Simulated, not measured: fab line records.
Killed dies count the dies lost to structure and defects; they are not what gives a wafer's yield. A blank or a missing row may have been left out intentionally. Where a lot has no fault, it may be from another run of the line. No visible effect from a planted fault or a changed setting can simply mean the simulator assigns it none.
fab line records	flow berkeleyCmos170
[record] lots = 14	wafers = 42	lastDay = 11
route steps=331 shown PSD@179 CONTACT@224 M1@238
lots with no fault: from the same line, run without faults
startH: hours from the record's opening day to when the first of the lot's shown wafers began	waitH: how many hours have passed since the lot's step before this one	" repeats the value in the row above	L1.1+2: a row that stands for several wafers	- either no value or no given start	* or withheld: withheld	< > ~ a bound
route shown NAME@n: names a module that has steps shown in the file, with the first one's number in the route	usual: average and standard deviation across the fault-free wafers	same: alike in all rows	chamber/n: place in a boat	sites: readings site by site	_std_site: the standard deviation of these	_edge_site: mean of outer sites minus mean of inner sites	radiusMm: how far each site lies from the wafer's centre	mask NAME#n: copy n	behind: tool/chamber where the wafer was last shaped	hold: what put the lot on hold/how long, in hours/how the hold closed	device: whichever transistor did not switch (one of n, p or np)	end of line: the same wafers' tests at the end of the route	a step without rows: its recipe alone	killed: the dies lost at the first sort to structure and to defects; this is not the yield of the wafer	map: a wafer's dies, x killed, . not, _ none there
set.NAME: the setting that was run; set.NAME@STEP: the one run at that earlier step	model.NAME: the simulator's own value behind a step, which no gauge read
steps of the route over a sample of lots; a table a step, a row a wafer
services: when a tool's chamber went out of use (startH, in hours from the record's first day, below 0 if earlier), for how many hours, and the reason
[[steps]]
[step UCB170_PSD_PEB_04]
[recipe] pebTempC = 130	pebTimeS = withheld	resist = KrF
[usual] plateSensorTCentreC = 131.41/0.0097	plateSensorTEdgeC = 131.53/0.01
lot.wafer	tool	chamber	startH	waitH	plateSensorTCentreC	plateSensorTEdgeC
L742.2	lithoTrack-01	0	138.21	0.3	131.41	131.52
L742.3	"	0	"	"	131.43	131.55
L742.4	"	0	"	"	131.43	131.55
L744.1	lithoTrack-04	0	146.74	0.1	131.42	131.53
L744.3	"	0	"	"	131.4	131.53
L744.5	"	0	"	"	131.4	131.52
L743.2	lithoTrack-04	0	147.04	0.3	131.4	131.53
L743.4	"	0	"	"	131.4	131.53
L743.6	"	0	"	"	131.41	131.51
L745.1	lithoTrack-03	0	163.22	0.7	131.4	131.53
L745.4	"	0	"	"	131.42	131.53
L745.6	"	0	"	"	131.4	131.53
L746.4	lithoTrack-01	0	163.36	0.6	131.4	131.53
L746.5	"	0	"	"	131.4	131.52
L746.6	"	0	"	"	131.4	131.53
L748.2	lithoTrack-03	0	175.29	0.1	131.41	131.54
L748.4	"	0	"	"	131.39	131.53
L748.6	"	0	"	"	131.4	131.53
L749.1	lithoTrack-01	0	175.75	0.2	131.43	131.54
L749.3	"	0	"	"	131.39	131.54
L749.5	"	0	"	"	131.39	131.53
L751.1	lithoTrack-04	0	183.39	0.1	131.41	131.52
L751.2	"	0	"	"	131.4	131.52
L751.3	"	0	"	"	131.41	131.53
L754.4	lithoTrack-01	0	198.37	0.8	131.41	131.53
L754.5	"	0	"	"	131.43	131.52
L754.6	"	0	"	"	131.4	131.54
L759.1	lithoTrack-03	0	214.43	0.3	131.42	131.52
L759.2	"	0	"	"	131.41	131.54
L759.3	"	0	"	"	131.4	131.53
L758.3	lithoTrack-04	0	215.20	0.6	131.4	131.54
L758.5	"	0	"	"	131.4	131.53
L758.6	"	0	"	"	131.4	131.54
L760.3	lithoTrack-04	0	226.52	0.5	131.41	131.52
L760.4	"	0	"	"	131.41	131.53
L760.6	"	0	"	"	131.41	131.52
L763.2	lithoTrack-01	0	238.39	0.5	131.42	131.54
L763.4	"	0	"	"	131.41	131.52
L763.5	"	0	"	"	131.4	131.53
L764.1	lithoTrack-01	0	243.88	0.6	131.41	131.53
L764.2	"	0	"	"	131.41	131.52
L764.6	"	0	"	"	131.4	131.54
[step UCB170_CONTACT_RTA_08]
[recipe] tempC = 900	timeS = 10	ambient = N2
[usual] lampPowerPct = 23.4/1.5	wafer_temp_C_max = 904.5/1.3
lot.wafer	tool	chamber	startH	waitH	lampPowerPct	wafer_temp_C_max
L742.2	rtpAnneal-02	0	145.29	0.0	22.2	904.7
L742.3	"	0	"	"	22.2	905.9
L742.4	"	0	"	"	22.2	905.6
L744.1	rtpAnneal-02	0	158.86	0.0	22.2	903.7
L744.3	"	0	"	"	22.2	906.7
L744.5	"	0	"	"	22.2	905.2
L743.2	rtpAnneal-01	0	158.88	0.0	25.2	903.3
L743.4	"	0	"	"	25.2	902.9
L743.6	"	0	"	"	25.1	903.6
L745.1	rtpAnneal-01	0	176.27	0.0	25.2	903.3
L745.4	"	0	"	"	25.2	903.4
L745.6	"	0	"	"	25.2	904.5
L746.4	rtpAnneal-01	0	177.43	0.0	25.2	903.1
L746.5	"	0	"	"	25.2	903.2
L746.6	"	0	"	"	25.2	902.9
L748.2	rtpAnneal-02	0	183.39	0.0	22.2	905.2
L748.4	"	0	"	"	22.2	904.8
L748.6	"	0	"	"	22.2	904.8
L749.1	rtpAnneal-01	0	184.69	0.0	25.2	904.1
L749.3	"	0	"	"	25.2	904.6
L749.5	"	0	"	"	25.2	901.4
L751.1	rtpAnneal-01	0	193.11	0.0	25.2	903.2
L751.2	"	0	"	"	25.2	903.2
L751.3	"	0	"	"	25.2	904.1
L754.4	rtpAnneal-02	0	206.06	0.1	22.2	904.0
L754.5	"	0	"	"	22.3	903.6
L754.6	"	0	"	"	22.2	904.2
L759.1	rtpAnneal-02	0	222.21	0.0	22.2	904.8
L759.2	"	0	"	"	22.2	905.4
L759.3	"	0	"	"	22.2	905.9
L758.3	rtpAnneal-01	0	225.43	0.0	25.2	905.4
L758.5	"	0	"	"	25.1	902.3
L758.6	"	0	"	"	25.2	904.1
L760.3	rtpAnneal-02	0	238.72	0.0	22.2	905.0
L760.4	"	0	"	"	22.2	905.8
L760.6	"	0	"	"	22.2	904.6
L763.2	rtpAnneal-02	0	249.69	0.0	22.2	906.1
L763.4	"	0	"	"	22.2	906.9
L763.5	"	0	"	"	22.2	904.2
L764.1	rtpAnneal-02	0	254.73	0.0	22.2	905.0
L764.2	"	0	"	"	22.2	905.3
L764.6	"	0	"	"	22.2	906.3
[step UCB170_CONTACT_OVL_MEAS_16]
[usual] CONTACT_OVL = -3/6.1
lot.wafer	tool	chamber	startH	waitH	CONTACT_OVL[nm]
L742.2	overlay-01	-	146.39	0.1	-6
L742.3	"	-	"	"	1
L742.4	"	-	"	"	-2
L744.1	overlay-02	-	160.82	0.1	-6
L744.3	"	-	"	"	1
L744.5	"	-	"	"	0
L743.2	overlay-02	-	161.24	0.1	-7
L743.4	"	-	"	"	-4
L743.6	"	-	"	"	-6
L745.1	overlay-02	-	177.62	0.1	3
L745.4	"	-	"	"	-6
L745.6	"	-	"	"	2
L746.4	overlay-01	-	178.88	0.1	1
L746.5	"	-	"	"	2
L746.6	"	-	"	"	-1
L748.2	overlay-01	-	184.54	0.1	-1
L748.4	"	-	"	"	5
L748.6	"	-	"	"	3
L749.1	overlay-02	-	186.49	0.1	-1
L749.3	"	-	"	"	-7
L749.5	"	-	"	"	1
L751.1	overlay-02	-	194.16	0.1	-9
L751.2	"	-	"	"	-7
L751.3	"	-	"	"	-15
L754.4	overlay-01	-	207.64	0.1	3
L754.5	"	-	"	"	8
L754.6	"	-	"	"	-4
L759.1	overlay-02	-	223.24	0.1	-6
L759.2	"	-	"	"	-6
L759.3	"	-	"	"	-4
L758.3	overlay-01	-	227.23	0.1	-6
L758.5	"	-	"	"	-9
L758.6	"	-	"	"	-6
L760.3	overlay-01	-	240.51	0.1	-9
L760.4	"	-	"	"	-6
L760.6	"	-	"	"	0
L763.2	overlay-01	-	251.89	0.1	-3
L763.4	"	-	"	"	-3
L763.5	"	-	"	"	0
L764.1	overlay-01	-	255.83	0.1	5
L764.2	"	-	"	"	4
L764.6	"	-	"	"	3
[step UCB170_M1_SPUTTER_00]
[recipe] material = Al	targetThkNm = 600	timeS = 80	powerW = 6000	chamberPressurePa = 0.4827
[usual] cathodeDcPowerW = 6000.0/0.88	throttleValvePct = 30.0/0.96
lot.wafer	tool	chamber	startH	waitH	cathodeDcPowerW	throttleValvePct
L742.2	pvdSputter-04	-	147.14	0.0	6000.3	27.8
L742.3	"	-	"	"	5999.8	30.5
L742.4	"	-	"	"	5998.6	29.0
L744.1	pvdSputter-01	-	161.42	0.0	6000.2	29.9
L744.3	"	-	"	"	5999.8	30.9
L744.5	"	-	"	"	5999.1	30.1
L743.2	pvdSputter-04	-	162.01	0.0	6000.2	30.6
L743.4	"	-	"	"	6000.1	31.3
L743.6	"	-	"	"	5999.0	30.8
L745.1	pvdSputter-04	-	178.22	0.0	6000.3	31.2
L745.4	"	-	"	"	5999.5	30.4
L745.6	"	-	"	"	5998.9	29.2
L746.4	pvdSputter-02	-	179.61	0.0	6000.3	30.4
L746.5	"	-	"	"	5998.5	31.0
L746.6	"	-	"	"	5999.1	29.8
L748.2	pvdSputter-04	-	185.13	0.0	6000.0	28.8
L748.4	"	-	"	"	6000.4	30.5
L748.6	"	-	"	"	6000.0	30.9
L749.1	pvdSputter-02	-	187.26	0.0	6000.0	30.4
L749.3	"	-	"	"	6000.8	31.5
L749.5	"	-	"	"	5998.9	29.9
L751.1	pvdSputter-01	-	195.88	0.0	6001.0	29.9
L751.2	"	-	"	"	6001.4	29.7
L751.3	"	-	"	"	6000.6	30.5
L754.4	pvdSputter-04	-	208.40	0.0	5998.5	29.2
L754.5	"	-	"	"	5999.5	31.2
L754.6	"	-	"	"	6000.4	29.0
L759.1	pvdSputter-04	-	225.22	0.0	7722.7	27.9
L759.2	"	-	"	"	5999.7	29.0
L759.3	"	-	"	"	6000.9	31.0
L758.3	pvdSputter-02	-	227.88	0.0	6000.5	30.8
L758.5	"	-	"	"	6000.1	31.3
L758.6	"	-	"	"	6000.5	30.3
L760.3	pvdSputter-04	-	241.16	0.0	7724.0	27.7
L760.4	"	-	"	"	6000.0	30.7
L760.6	"	-	"	"	6000.2	30.7
L763.2	pvdSputter-01	-	252.61	0.0	6000.7	30.0
L763.4	"	-	"	"	5999.4	30.0
L763.5	"	-	"	"	5999.0	30.8
L764.1	pvdSputter-02	-	256.43	0.0	6001.7	29.9
L764.2	"	-	"	"	5998.7	31.0
L764.6	"	-	"	"	5999.7	30.2
[step UCB170_M1_RS_MEAS_01]
[recipe] thkMeasGauge = four-point-probe	reads = Al_of_M1_SPUTTER_00
[usual] M1_AL_RS = 0.0481/0.00045
lot.wafer	tool	chamber	startH	waitH	M1_AL_RS[ohm/sq]
L742.2	filmMetro-03	-	147.23	0.1	0.0485
L742.3	"	-	"	"	0.0491
L742.4	"	-	"	"	0.0479
L744.1	filmMetro-01	-	161.48	0.0	0.0478
L744.3	"	-	"	"	0.0475
L744.5	"	-	"	"	0.0477
L743.2	filmMetro-01	-	162.09	0.1	0.0477
L743.4	"	-	"	"	0.0476
L743.6	"	-	"	"	0.0474
L745.1	filmMetro-01	-	178.28	0.0	0.0482
L745.4	"	-	"	"	0.0482
L745.6	"	-	"	"	0.0485
L746.4	filmMetro-01	-	179.73	0.1	0.0489
L746.5	"	-	"	"	0.0490
L746.6	"	-	"	"	0.0482
L748.2	filmMetro-01	-	185.21	0.1	0.0482
L748.4	"	-	"	"	0.0486
L748.6	"	-	"	"	0.0486
L749.1	filmMetro-02	-	187.32	0.0	0.0477
L749.3	"	-	"	"	0.0472
L749.5	"	-	"	"	0.0466
L751.1	filmMetro-03	-	195.94	0.0	0.0471
L751.2	"	-	"	"	0.0477
L751.3	"	-	"	"	0.0471
L754.4	filmMetro-01	-	208.52	0.1	0.0481
L754.5	"	-	"	"	0.0481
L754.6	"	-	"	"	0.0480
L759.1	filmMetro-03	-	225.28	0.0	0.0374
L759.2	"	-	"	"	0.0483
L759.3	"	-	"	"	0.0482
L758.3	filmMetro-01	-	227.98	0.1	0.0481
L758.5	"	-	"	"	0.0480
L758.6	"	-	"	"	0.0481
L760.3	filmMetro-01	-	241.26	0.1	0.0369
L760.4	"	-	"	"	0.0479
L760.6	"	-	"	"	0.0477
L763.2	filmMetro-01	-	252.69	0.1	0.0480
L763.4	"	-	"	"	0.0485
L763.5	"	-	"	"	0.0479
L764.1	filmMetro-01	-	256.49	0.0	0.0478
L764.2	"	-	"	"	0.0480
L764.6	"	-	"	"	0.0476
[step UCB170_M1_THK_MEAS_02]
[recipe] thkMeasGauge = xrf	reads = Al_of_M1_SPUTTER_00
[usual] M1_AL_THK = 612/6.9
lot.wafer	tool	chamber	startH	waitH	M1_AL_THK[nm]
L742.2	filmMetro-03	-	147.34	0.1	600
L742.3	"	-	"	"	592
L742.4	"	-	"	"	603
L744.1	filmMetro-01	-	161.60	0.1	617
L744.3	"	-	"	"	621
L744.5	"	-	"	"	617
L743.2	filmMetro-01	-	162.20	0.1	617
L743.4	"	-	"	"	618
L743.6	"	-	"	"	623
L745.1	filmMetro-01	-	178.40	0.1	614
L745.4	"	-	"	"	615
L745.6	"	-	"	"	610
L746.4	filmMetro-01	-	179.82	0.1	605
L746.5	"	-	"	"	603
L746.6	"	-	"	"	616
L748.2	filmMetro-01	-	185.32	0.1	617
L748.4	"	-	"	"	610
L748.6	"	-	"	"	609
L749.1	filmMetro-02	-	187.44	0.1	621
L749.3	"	-	"	"	629
L749.5	"	-	"	"	643
L751.1	filmMetro-03	-	196.06	0.1	618
L751.2	"	-	"	"	615
L751.3	"	-	"	"	621
L754.4	filmMetro-01	-	208.61	0.1	614
L754.5	"	-	"	"	614
L754.6	"	-	"	"	610
L759.1	filmMetro-03	-	225.40	0.1	777
L759.2	"	-	"	"	606
L759.3	"	-	"	"	606
L758.3	filmMetro-01	-	228.08	0.1	615
L758.5	"	-	"	"	612
L758.6	"	-	"	"	611
L760.3	filmMetro-01	-	241.36	0.1	796
L760.4	"	-	"	"	618
L760.6	"	-	"	"	619
L763.2	filmMetro-01	-	252.80	0.1	610
L763.4	"	-	"	"	606
L763.5	"	-	"	"	618
L764.1	filmMetro-01	-	256.61	0.1	614
L764.2	"	-	"	"	614
L764.6	"	-	"	"	618
[step UCB170_M1_METAL_ETCH_12]
[recipe] chemistry = Cl2/BCl3	target = Al	stopOn = PSG	pressureMtorr = 12	targetDepthA = 7800	overEtchFrac = 0.3	timeS = 130	icpW = 600	biasW = 120	Cl2_flow_sccm = 90	bcl3FlowSccm = 45
[usual] drypumpMotorCurrentA = 5.30/0.24	oesProductAu = 0.863/0.015	throttleValvePct = 24.38/0.14
[same] overEtchFrac = 0.3
lot.wafer	tool	chamber	startH	waitH	drypumpMotorCurrentA	oesProductAu	rfHoursCounterH	throttleValvePct
L742.2	rieMetal-01	1	148.76	-	5.35	0.844	1	24.57
L742.3	"	0	"	"	5.07	0.852	-	24.23
L742.4	"	1	"	"	5.37	0.856	-	24.59
L744.1	rieMetal-01	0	163.88	-	5.01	0.862	8	24.21
L744.3	"	1	"	"	5.35	0.859	-	24.56
L744.5	"	1	"	"	5.32	0.855	-	24.58
L743.2	rieMetal-02	0	164.31	-	5.09	0.879	8	24.30
L743.4	"	1	"	"	5.47	0.868	-	24.45
L743.6	"	0	"	"	5.11	0.878	-	24.29
L745.1	rieMetal-01	1	179.94	-	5.34	0.853	2	24.57
L745.4	"	1	"	"	5.31	0.854	-	24.59
L745.6	"	0	"	"	5.09	0.855	-	24.23
L746.4	rieMetal-02	1	181.56	-	5.46	0.852	-	24.44
L746.5	"	1	"	"	5.45	0.861	-	24.45
L746.6	"	0	"	"	5.10	0.877	-	24.30
L748.2	rieMetal-04	1	187.04	-	5.77	0.894	12	24.28
L748.4	"	1	"	"	5.76	0.880	-	24.29
L748.6	"	0	"	"	5.20	0.850	-	24.47
L749.1	rieMetal-02	0	190.16	-	5.09	0.883	9	24.29
L749.3	"	0	"	"	5.08	0.883	-	24.30
L749.5	"	1	"	"	5.47	0.882	-	24.43
L751.1	rieMetal-04	1	198.12	-	5.77	0.898	12	24.28
L751.2	"	1	"	"	5.77	0.896	-	24.29
L751.3	"	1	"	"	5.76	0.898	-	24.27
L754.4	rieMetal-02	0	210.29	-	5.06	0.881	-	24.29
L754.5	"	0	"	"	5.07	0.875	-	24.30
L754.6	"	1	"	"	5.45	0.873	-	24.42
L759.1	rieMetal-01	1	227.06	-	5.32	0.967	3	24.52
L759.2	"	0	"	"	5.03	0.845	10	24.23
L759.3	"	1	"	"	5.33	0.850	-	24.57
L758.3	rieMetal-01	0	230.25	-	5.07	0.861	-	24.22
L758.5	"	0	"	"	5.08	0.864	-	24.22
L758.6	"	1	"	"	5.31	0.848	-	24.57
L760.3	rieMetal-01	1	242.71	-	5.31	0.965	-	24.52
L760.4	"	0	"	"	5.05	0.858	-	24.23
L760.6	"	1	"	"	5.33	0.852	-	24.59
L763.2	rieMetal-02	1	254.05	-	5.48	0.865	6	24.46
L763.4	"	0	"	"	5.07	0.867	-	24.30
L763.5	"	1	"	"	5.46	0.871	-	24.44
L764.1	rieMetal-04	0	257.89	-	5.18	0.854	2	24.41
L764.2	"	0	"	"	5.16	0.845	-	24.42
L764.6	"	0	"	"	5.18	0.849	-	24.42
[[services]]
tool	chamber	startH	hours	kind
pvdSputter-02	-	115.26	2.8	repair
pvdSputter-04	-	118.69	1.1	repair
pvdSputter-04	-	121.17	6.6	repair
pvdSputter-01	-	130.57	4.9	repair
rtpAnneal-01	-	131.52	6.3	pm
rieMetal-04	-	132.15	2.8	pm
pvdSputter-01	-	180.75	0.5	repair
rieMetal-04	0	187.54	-	clean
rieMetal-04	0	187.54	29.3	scheduledDown
rieMetal-04	0	187.54	29.3	ventCycle
rieMetal-02	1	200.70	4.1	repair
pvdSputter-02	-	202.37	6.6	repair
pvdSputter-02	3	209.01	-	consumableReplace:kit
pvdSputter-02	3	209.01	18.0	scheduledDown
pvdSputter-02	3	209.01	18.0	ventCycle
rieMetal-02	-	227.57	2.8	pm
rieMetal-04	1	241.02	-	clean
rieMetal-04	1	241.02	20.4	scheduledDown
rieMetal-04	1	241.02	20.4	ventCycle
[[key]]
[firstSign] step = UCB170_M1_SPUTTER_00	reading = cathodeDcPowerW	direction = up	sigmas = 99+	usual = 6000.0	struck = 7723.3
[effect] step = UCB170_M1_RS_MEAS_01	reading = M1_AL_RS	direction = down	sigmas = 24	usual = 0.0481	struck = 0.0372
[effect] step = UCB170_M1_THK_MEAS_02	reading = M1_AL_THK	direction = up	sigmas = 25	usual = 612	struck = 787
[effect] step = UCB170_M1_METAL_ETCH_12	reading = oesProductAu	direction = up	sigmas = 6.8	usual = 0.863	struck = 0.966
metAt UCB170_M1_SPUTTER_00
struckLots L759,L760
struckWafers L759.1,L760.3
laterRowsLeftOut L759.1,L760.3
sortLeftOut L759.1,L760.3
notActingAt UCB170_PSD_PEB_04,UCB170_CONTACT_RTA_08,UCB170_CONTACT_OVL_MEAS_16
onsetBetween 147.14 225.22
[fault] kind = processParameterDrift	tool = pvdSputter-04	chamber = -	onsetH = 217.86	steps = UCB170_M1_SPUTTER_00	channel = powerW	offset = 1722.7	shape = step	endH = 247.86	actsIn = theseRecipesOnly	stated = 6000	scope = struckWafersOnly
// sortLeftOut: the simulated sort isn't trusted on such a fault, so these wafers' sort isn't shown, and their yield isn't known
// laterRowsLeftOut: the simulator's readings of these wafers behind a module that went badly wrong aren't trusted and aren't shown, but for the sort
